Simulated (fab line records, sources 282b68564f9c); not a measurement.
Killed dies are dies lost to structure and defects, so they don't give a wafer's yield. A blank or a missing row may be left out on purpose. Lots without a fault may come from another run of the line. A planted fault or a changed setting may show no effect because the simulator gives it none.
fab line records | flow rit_cmos
record lots=6 wafers=18 last_day=8
route steps=202 shown CONTACT@177 M1@184
lots that met no fault: from a run of the same line without faults
start_h: hours from the record's first day to the start of the lot's first wafer shown | wait_h: hours since the lot's step before | " the same as in the row above | L1.1+2: a row that stands for several wafers | - no value, or no start given | * or withheld: withheld | < > ~ a bound
route shown NAME@n: a module of which the file shows steps, and the number in the route of the first | usual: mean/standard deviation of fault-free wafers | same: alike in all rows | chamber/n: place in a boat | sites: the reading at each site | _std_site: their standard deviation | _edge_site: outer sites' mean less inner sites' | radius_mm: how far each site lies from the wafer's centre | mask NAME#n: copy n | behind: the tool/chamber that last shaped the wafer | hold: why the lot was held/for how many hours/how that ended | device: the transistor (n, p or np) that didn't switch | end of line: the same wafers' tests at the end of the route | a step without rows: its recipe alone | killed: dies lost to structure and defects at the first sort, not the wafer's yield | map: a wafer's dies, x killed, . not, _ none there
set.NAME: the setting as run; set.NAME@STEP: as run at that earlier step | model.NAME: the simulator's own value behind a step, which no gauge read
lots at some steps of the route; a table a step, a row a wafer
services: from which hour (start_h, from the record's first day; less than 0 if before it) a tool's chamber was out of use, for how many hours, and why
## steps
# step RIT_CONTACT_OVL_MEAS_09
# usual CONTACT_OVL=-0.5/1.5
# columns lot.wafer tool chamber start_h wait_h CONTACT_OVL[nm]
L898.2 overlay-02 - 77.28 0.1 2.4
L898.3 " - " " 1.4
L898.4 " - " " 0.3
L903.2 overlay-02 - 103.33 0.1 -2.3
L903.4 " - " " -2.8
L903.5 " - " " -0.3
L906.4 overlay-02 - 123.44 0.1 0.8
L906.5 " - " " -0.7
L906.6 " - " " -0.4
L907.3 overlay-01 - 130.86 0.1 -0.1
L907.4 " - " " -1.5
L907.5 " - " " -1.3
L917.2 overlay-02 - 188.32 0.1 -0.7
L917.5 " - " " -1.0
L917.6 " - " " 0.0
L916.4 overlay-02 - 189.18 0.1 1.1
L916.5 " - " " 1.2
L916.6 " - " " 1.0
# step RIT_CONTACT_HARDBAKE_10
# recipe resist=NOVOLAK temp_c=140 time_s=60
# step RIT_CONTACT_ETCH_11
# recipe target_depth_a=4800 over_etch_frac=0.2 stop_on=TiSi2 chemistry=CHF3/CF4/Ar target=SiO2 CHF3_flow_sccm=50 cf4_flow_sccm=10 Ar_flow_sccm=100 O2_flow_sccm=5 pressure_mtorr=100 rf_w=200 time_s=320
# usual O2_flow_sccm=5.001/0.015 drypump_motor_current_A=5.9/0.43 oes_product_au=0.991/0.021 throttle_valve_pct=8.83/0.15
# columns lot.wafer tool chamber start_h wait_h O2_flow_sccm drypump_motor_current_A oes_product_au rf_hours_counter_h throttle_valve_pct
L898.2 rie_diel-03 2 77.46 0.1 5.017 5.6 0.997 42 8.84
L898.3 " 0 " " 5.031 5.5 0.970 86 8.56
L898.4 " 1 " " 5.001 5.7 1.010 98 9.01
L903.2 rie_diel-03 1 103.51 0.1 5.018 5.8 1.016 99 9.04
L903.4 " 3 " " 5.000 5.5 1.015 - 8.75
L903.5 " 1 " " 5.012 5.8 1.005 - 9.01
L906.4 rie_diel-01 3 123.61 0.1 5.006 5.6 0.952 141 8.92
L906.5 " 2 " " 4.962 5.8 1.011 - 8.65
L906.6 " 1 " " 5.001 6.3 1.005 - 8.89
L907.3 rie_diel-01 1 131.03 0.1 5.001 6.3 1.014 9 8.90
L907.4 " 3 " " 4.972 5.7 0.959 141 8.91
L907.5 " 2 " " 4.990 5.8 1.007 - 8.67
L917.2 rie_diel-04 0 188.68 0.1 5.042 6.2 0.993 10 8.92
L917.5 " 3 " " 5.007 6.8 0.986 - 8.80
L917.6 " 2 " " 5.010 5.5 1.020 - 9.05
L916.4 rie_diel-03 3 189.41 0.1 5.000 5.5 1.007 105 8.76
L916.5 " 3 " " 5.005 5.5 1.019 - 8.75
L916.6 " 0 " " 4.980 5.5 0.960 - 8.58
# step RIT_CONTACT_STRIP_12
# recipe chemistry=O2 time_s=180 resist=NOVOLAK platen_temp_c=withheld power_w=500 pressure_mtorr=4000 o2_flow_sccm=4000
# usual drypump_motor_current_A=5.9/0.46 o2_flow_sccm=4000/14
# columns lot.wafer tool chamber start_h wait_h drypump_motor_current_A o2_flow_sccm rf_hours_counter_h
L898.2 plasma_asher-03 0 77.66 0.1 6.0 3990 44
L898.3 " 1 " " 6.8 4000 -
L898.4 " 0 " " 6.0 4006 -
L903.2 plasma_asher-03 0 103.70 0.1 6.0 3990 46
L903.4 " 1 " " 6.8 4023 -
L903.5 " 0 " " 6.0 3992 -
L906.4 plasma_asher-01 0 123.86 0.2 5.4 4001 -
L906.5 " 1 " " 5.8 4010 -
L906.6 " 0 " " 5.5 4018 -
L907.3 plasma_asher-03 1 131.29 0.2 6.8 4009 -
L907.4 " 0 " " 6.1 4004 -
L907.5 " 0 " " 6.0 3991 -
L917.2 plasma_asher-02 0 188.87 0.1 5.9 3997 7
L917.5 " 1 " " 5.5 4023 -
L917.6 " 0 " " 5.9 3988 -
L916.4 plasma_asher-01 1 189.66 0.2 5.8 4011 -
L916.5 " 0 " " 5.4 4020 -
L916.6 " 1 " " 5.8 4000 -
# step RIT_CONTACT_CD_MEAS_90
# recipe target_cd_nm=1000
# usual cd_nm=1000.4/2.4
# columns lot.wafer tool chamber start_h wait_h cd_nm
L898.2 cd_sem-02 - 77.85 0.1 998.8
L898.3 " - " " 999.0
L898.4 " - " " 999.8
L903.2 cd_sem-02 - 103.90 0.1 998.3
L903.4 " - " " 995.6
L903.5 " - " " 998.2
L906.4 cd_sem-02 - 124.04 0.1 1002.1
L906.5 " - " " 1006.4
L906.6 " - " " 1004.2
L907.3 cd_sem-02 - 131.44 0.1 1003.7
L907.4 " - " " 1000.7
L907.5 " - " " 1001.1
L917.2 cd_sem-02 - 189.06 0.1 995.6
L917.5 " - " " 997.3
L917.6 " - " " 996.4
L916.4 cd_sem-02 - 189.84 0.1 999.0
L916.5 " - " " 998.5
L916.6 " - " " 999.9
# step RIT_CONTACT_CLEAN_13
# recipe chemistry=SC1 mix=3:3:50 time_s=600 temp_c=75
# step RIT_CONTACT_CLEAN_14
# recipe chemistry=SC2 mix=3:3:50 time_s=600 temp_c=75 dry=n2_spin
# step RIT_M1_SPUTTER_00
# recipe material=Al target_thk_nm=400 power_w=2000 chamber_pressure_pa=0.4 gas=Ar time_s=500 substrate_temp_c=25
# usual throttle_valve_pct=29.7/0.99
# columns lot.wafer tool chamber start_h wait_h throttle_valve_pct
L898.2 pvd_sputter-03 - 78.33 0.0 31.6
L898.3 " - " " 30.4
L898.4 " - " " 28.9
L903.2 pvd_sputter-04 - 104.35 0.0 29.5
L903.4 " - " " 30.3
L903.5 " - " " 30.6
L906.4 pvd_sputter-02 - 124.45 0.0 30.6
L906.5 " - " " 29.3
L906.6 " - " " 28.8
L907.3 pvd_sputter-03 - 131.89 0.0 31.6
L907.4 " - " " 28.9
L907.5 " - " " 30.2
L917.2 pvd_sputter-02 - 189.55 0.0 29.0
L917.5 " - " " 29.4
L917.6 " - " " 28.7
L916.4 pvd_sputter-03 - 190.26 0.0 30.2
L916.5 " - " " 30.3
L916.6 " - " " 31.3
# step RIT_M1_RS_MEAS_01
# recipe thk_meas_gauge=four-point-probe reads=Al_of_M1_SPUTTER_00
# usual M1_AL_RS=0.0731/0.0009
# columns lot.wafer tool chamber start_h wait_h M1_AL_RS[ohm/sq]
L898.2 film_metro-02 - 78.65 0.2 0.0728
L898.3 " - " " 0.0726
L898.4 " - " " 0.0733
L903.2 film_metro-03 - 104.66 0.2 0.0748
L903.4 " - " " 0.0736
L903.5 " - " " 0.0736
L906.4 film_metro-03 - 124.81 0.2 0.0724
L906.5 " - " " 0.0742
L906.6 " - " " 0.0744
L907.3 film_metro-03 - 132.22 0.2 0.0744
L907.4 " - " " 0.0744
L907.5 " - " " 0.0741
L917.2 film_metro-03 - 189.86 0.2 0.0731
L917.5 " - " " 0.0746
L917.6 " - " " 0.0727
L916.4 film_metro-01 - 190.62 0.2 0.0744
L916.5 " - " " 0.0741
L916.6 " - " " 0.0742
# step RIT_M1_THK_MEAS_02
# recipe thk_meas_gauge=xrf reads=Al_of_M1_SPUTTER_00
# usual M1_AL_THK=404/5.4
# columns lot.wafer tool chamber start_h wait_h M1_AL_THK[nm]
L898.2 film_metro-02 - 78.76 0.1 404
L898.3 " - " " 406
L898.4 " - " " 400
L903.2 film_metro-03 - 104.77 0.1 391
L903.4 " - " " 402
L903.5 " - " " 401
L906.4 film_metro-03 - 124.90 0.1 406
L906.5 " - " " 399
L906.6 " - " " 396
L907.3 film_metro-03 - 132.32 0.1 397
L907.4 " - " " 396
L907.5 " - " " 395
L917.2 film_metro-03 - 189.97 0.1 404
L917.5 " - " " 397
L917.6 " - " " 405
L916.4 film_metro-01 - 190.71 0.1 398
L916.5 " - " " 401
L916.6 " - " " 399
# step RIT_M1_HMDS_03
# recipe prime_time_s=60 prime_temp_c=140
# step RIT_M1_COAT_04
# recipe resist=NOVOLAK spin_rpm=2000 resist_thk_nm=1300
# step RIT_M1_SOFTBAKE_05
# recipe resist=NOVOLAK temp_c=90 time_s=60
# usual heater_power_total_W=34.55/0.055 plate_temp_C=90.01/0.13 resist_line_temp_C=23.01/0.12
# columns lot.wafer tool chamber start_h wait_h heater_power_total_W plate_temp_C resist_line_temp_C model.NOVOLAK_of_M1_COAT_04.thk_nm
L898.2 litho_track-04 0 79.13 0.1 34.67 89.99 23.24 1299
L898.3 " 0 " " 34.58 89.86 22.90 1300
L898.4 " 0 " " 34.45 89.88 22.96 1300
L903.2 litho_track-02 0 105.15 0.1 34.54 89.74 22.78 1299
L903.4 " 0 " " 34.50 90.10 23.02 1299
L903.5 " 0 " " 34.52 89.88 23.02 1299
L906.4 litho_track-04 0 125.30 0.1 35.57 91.79 23.13 1294
L906.5 " 0 " " 35.43 91.69 23.01 1295
L906.6 " 0 " " 35.58 91.91 22.88 1295
L907.3 litho_track-04 0 132.71 0.1 35.49 92.05 23.14 1291
L907.4 " 0 " " 35.60 92.07 23.20 1290
L907.5 " 0 " " 35.55 92.05 22.93 1289
L917.2 litho_track-03 0 190.66 0.1 34.51 89.88 22.94 1302
L917.5 " 0 " " 34.53 89.89 23.02 1298
L917.6 " 0 " " 34.58 89.74 23.05 1302
L916.4 litho_track-04 0 191.23 0.1 34.53 90.07 23.21 1306
L916.5 " 0 " " 34.58 90.24 23.12 1299
L916.6 " 0 " " 34.62 90.22 22.97 1307
# step RIT_M1_EXPOSE_06
# recipe mask_id=M12 na=0.6 source_shape=conventional sigma_outer=0.5 target_cd_nm=2600 dose_mj=250
# step RIT_M1_PEB_07
# recipe resist=NOVOLAK temp_c=withheld time_s=withheld
# step RIT_M1_DEVELOP_08
# recipe resist=NOVOLAK develop_time_s=68 dev_temp_c=23
# usual resist_line_temp_C=23.02/0.12
# columns lot.wafer tool chamber start_h wait_h resist_line_temp_C model.NOVOLAK_of_M1_COAT_04.thk_nm
L898.2 litho_track-04 0 - - 23.10 1298
L898.3 " 0 " " 23.04 1299
L898.4 " 0 " " 22.99 1299
L903.2 litho_track-02 0 - - 23.09 1299
L903.4 " 0 " " 23.00 1299
L903.5 " 0 " " 22.89 1299
L906.4 litho_track-04 0 - - 23.15 1293
L906.5 " 0 " " 23.02 1295
L906.6 " 0 " " 23.01 1294
L907.3 litho_track-02 0 - - 23.01 1290
L907.4 " 0 " " 23.01 1289
L907.5 " 0 " " 23.08 1288
L917.2 litho_track-04 0 - - 23.07 1302
L917.5 " 0 " " 23.07 1297
L917.6 " 0 " " 23.13 1301
L916.4 litho_track-03 0 - - 22.93 1306
L916.5 " 0 " " 22.93 1299
L916.6 " 0 " " 22.96 1307
# step RIT_M1_CD_MEAS_09
# recipe target_cd_nm=2600
# usual cd_nm=2599.7/2.8
# columns lot.wafer tool chamber start_h wait_h cd_nm
L898.2 cd_sem-01 - 79.83 - 2598.4
L898.3 " - " " 2598.6
L898.4 " - " " 2600.5
L903.2 cd_sem-01 - 105.85 - 2602.3
L903.4 " - " " 2600.1
L903.5 " - " " 2599.8
L906.4 cd_sem-01 - 125.87 - 2595.5
L906.5 " - " " 2601.4
L906.6 " - " " 2599.2
L907.3 cd_sem-02 - 133.28 - 2597.2
L907.4 " - " " 2598.4
L907.5 " - " " 2598.0
L917.2 cd_sem-02 - 191.64 - 2602.0
L917.5 " - " " 2600.1
L917.6 " - " " 2600.0
L916.4 cd_sem-02 - 191.92 - 2600.2
L916.5 " - " " 2602.3
L916.6 " - " " 2602.7
# step RIT_M1_PROBE_99
# usual defect_limited_yield=97.3/1.2 killed_at_M0_to_M3=0.0/0.14 killed_at_contacts=0.1/0.3 killed_at_front_end=7/3.1 killed_dies=7/3.1 killed_open=3.8/2.3 killed_short=3.2/1.9 sort_bin_3_pad_short=0.1/0.2 sort_bin_5_function=1.6/0.91 sort_bin_6_memory=1.0/0.6 sort_n_pass=257/3.1 sort_yield_pct=97.3/1.2
# same gross_dies=264 killed_at_M4_up=0 killed_at_back_side=0 killed_at_other=0
# columns lot.wafer tool chamber start_h wait_h defect_limited_yield[%] killed_at_M0_to_M3 killed_at_contacts killed_at_front_end killed_dies killed_open killed_short sort_bin_3_pad_short[%] sort_bin_5_function[%] sort_bin_6_memory[%] sort_n_pass sort_yield_pct[%]
L898.2 prober-01 - 82.81 0.1 97.7 0 0 6 6 4 2 0 1.9 0.4 258 97.7
L898.3 prober-01 - 82.86 0.2 98.9 0 1 2 3 2 1 0 0.8 0.4 261 98.9
L898.4 prober-01 - 82.91 0.2 98.1 0 0 5 5 3 2 0.4 0.4 1.1 259 98.1
L903.2 prober-02 - 108.54 0.1 97.7 0 0 6 6 2 4 0 0.8 1.5 258 97.7
L903.4 prober-02 - 108.64 0.2 98.1 0 0 5 5 2 3 0.4 0.8 0.8 259 98.1
L903.5 prober-02 - 108.69 0.2 97.7 0 0 6 6 2 4 0 1.5 0.8 258 97.7
L906.4 prober-01 - 128.63 0.2 97.7 0 0 6 6 5 1 0.4 1.1 0.8 258 97.7
L906.5 prober-01 - 128.68 0.2 95.1 0 0 13 13 6 6 0 3.0 1.9 251 95.1
L906.6 prober-01 - 128.73 0.2 97.3 0 0 7 7 3 3 0.4 1.9 0.4 257 97.3
L907.3 prober-02 - 136.00 0.2 98.9 0 0 3 3 1 1 0 1.1 0 261 98.9
L907.4 prober-02 - 136.05 0.2 98.1 0 0 5 5 3 1 0 0.4 1.5 259 98.1
L907.5 prober-02 - 136.10 0.2 98.1 0 0 5 5 2 1 0 1.5 0.4 259 98.1
L917.2 prober-02 - 194.39 0.1 97.3 0 0 7 7 3 4 0 1.1 1.5 257 97.3
L917.5 prober-02 - 194.54 0.2 97.3 0 1 6 7 3 4 0.4 1.1 1.1 257 97.3
L917.6 prober-02 - 194.59 0.2 97.3 0 0 7 7 2 5 0 1.1 1.5 257 97.3
L916.4 prober-01 - 195.99 0.2 96.6 1 0 8 9 3 6 0.8 0.8 1.9 255 96.6
L916.5 prober-01 - 196.04 0.2 95.5 0 0 12 12 6 6 0.4 3.4 0.8 252 95.5
L916.6 prober-01 - 196.09 0.2 98.9 0 0 3 3 2 1 0 0.8 0.4 261 98.9
# killed by level:class
L898.2 GATE:geometric_particle:open=2 FOX1:geometric_particle:open=1 GATE:geometric_particle:short=1 REOX:geometric_particle:short=1 SPACER:geometric_particle:open=1
L898.3 GATE:geometric_particle:open=1 REOX:geometric_particle:short=1 CONTACT:geometric_particle:open=1
L898.4 ACTIVE:geometric_particle:open=1 GATE:geometric_particle:open=1 GATE:geometric_particle:short=1 SPACER:geometric_particle:open=1 SPACER:geometric_particle:short=1
L903.2 GATE:geometric_particle:short=2 FOX1:geometric_particle:open=1 FOX2:geometric_particle:open=1 SPACER:geometric_particle:short=1 SILICIDE:geometric_particle:short=1
L903.4 FOX2:geometric_particle:short=2 FOX2:geometric_particle:open=1 GATE:geometric_particle:short=1 GATE:geometric_particle:open=1
L903.5 REOX:geometric_particle:short=2 FOX2:geometric_particle:open=1 FOX2:geometric_particle:short=1 GATE:geometric_particle:short=1 REOX:geometric_particle:open=1
L906.4 FOX1:geometric_particle:open=1 FOX2:geometric_particle:open=1 GATE:geometric_particle:open=1 GATE:geometric_particle:short=1 REOX:geometric_particle:open=1 SILICIDE:geometric_particle:open=1
L906.5 REOX:geometric_particle:open=3 SPACER:geometric_particle:short=2 SILICIDE:geometric_particle:short=2 FOX2:geometric_particle:open=1 GATE:geometric_particle:open=1 GATE:geometric_particle:short=1 REOX:geometric_particle:short=1 SPACER:geometric_particle:open=1
L906.6 FOX1:geometric_particle:open=1 FOX1:geometric_particle:short=1 FOX2:geometric_particle:short=1 GATE:geometric_particle:short=1 REOX:geometric_particle:open=1 SILICIDE:geometric_particle:open=1 NRETRO:coat_microbubble_printed=1
L907.3 FOX2:geometric_particle:short=1 SILICIDE:geometric_particle:open=1 PRETRO:coat_microbubble_printed=1
L907.4 SPACER:geometric_particle:open=2 GATE:geometric_particle:short=1 REOX:geometric_particle:open=1 PRETRO:coat_microbubble_printed=1
L907.5 PRETRO:coat_microbubble_printed=2 FOX1:geometric_particle:short=1 GATE:geometric_particle:open=1 REOX:geometric_particle:open=1
L917.2 REOX:geometric_particle:short=2 SPACER:geometric_particle:short=2 FOX1:geometric_particle:open=1 GATE:geometric_particle:open=1 SPACER:geometric_particle:open=1
L917.5 SPACER:geometric_particle:short=2 FOX1:geometric_particle:open=1 GATE:geometric_particle:open=1 REOX:geometric_particle:short=1 SPACER:geometric_particle:open=1 CONTACT:geometric_particle:short=1
L917.6 GATE:geometric_particle:short=2 FOX1:geometric_particle:short=1 FOX2:geometric_particle:short=1 FOX2:geometric_particle:open=1 REOX:geometric_particle:open=1 REOX:geometric_particle:short=1
L916.4 GATE:geometric_particle:short=2 FOX1:geometric_particle:open=1 FOX1:geometric_particle:short=1 GATE:geometric_particle:open=1 REOX:geometric_particle:short=1 SPACER:geometric_particle:short=1 SPACER:geometric_particle:open=1 M1:geometric_particle:short=1
L916.5 GATE:geometric_particle:short=5 REOX:geometric_particle:open=2 SPACER:geometric_particle:open=2 FOX2:geometric_particle:short=1 GATE:geometric_particle:open=1 SILICIDE:geometric_particle:open=1
L916.6 GATE:geometric_particle:open=2 SPACER:geometric_particle:short=1
## services
# columns tool chamber start_h hours kind
plasma_asher-02 - 74.68 1.6 repair
pvd_sputter-04 - 79.21 23.4 repair
rie_diel-01 3 92.26 14.8 repair
rie_diel-03 2 97.27 7.3 repair
rie_diel-04 1 107.48 - clean
rie_diel-04 1 107.48 25.6 scheduled_down
rie_diel-04 1 107.48 25.6 vent_cycle
plasma_asher-02 - 108.75 9.0 pm
plasma_asher-02 0 108.75 9.0 vent_cycle
plasma_asher-02 1 108.75 9.0 vent_cycle
plasma_asher-02 0 117.75 - clean
plasma_asher-02 1 117.75 - clean
pvd_sputter-04 - 130.65 1.9 repair
pvd_sputter-02 - 137.72 1.1 repair
rie_diel-04 2 144.64 3.8 repair
rie_diel-04 - 148.14 0.9 repair
rie_diel-01 - 149.47 1.2 repair
rie_diel-04 3 157.77 2.6 repair
rie_diel-03 2 168.89 3.0 repair
plasma_asher-01 - 169.32 2.1 repair
rie_diel-01 3 183.25 - clean
## key
first_sign step=RIT_M1_SOFTBAKE_05 reading=heater_power_total_W direction=up sigmas=18 usual=34.55 struck=35.54
effect step=RIT_M1_SOFTBAKE_05 reading=plate_temp_C direction=up sigmas=15 usual=* struck=*
model_effect step=RIT_M1_SOFTBAKE_05 value=NOVOLAK_of_M1_COAT_04.thk_nm without=1299 struck=1292
model_effect step=RIT_M1_DEVELOP_08 value=NOVOLAK_of_M1_COAT_04.thk_nm without=1298 struck=1292
met_at RIT_M1_SOFTBAKE_05
struck_wafers L906.4,L906.5,L906.6,L907.3,L907.4,L907.5
loop_trim step=RIT_M1_EXPOSE_06 setting=dose lots=L907
onset_between 79.13 125.30
fault kind=process_parameter_drift tool=litho_track-04 chamber=- onset_h=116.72 steps=RIT_M1_SOFTBAKE_05 channel=temp_c offset=* shape=step end_h=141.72 acts_in=* stated=*
# loop_trim: a control loop set the setting to another value than it would have without faults
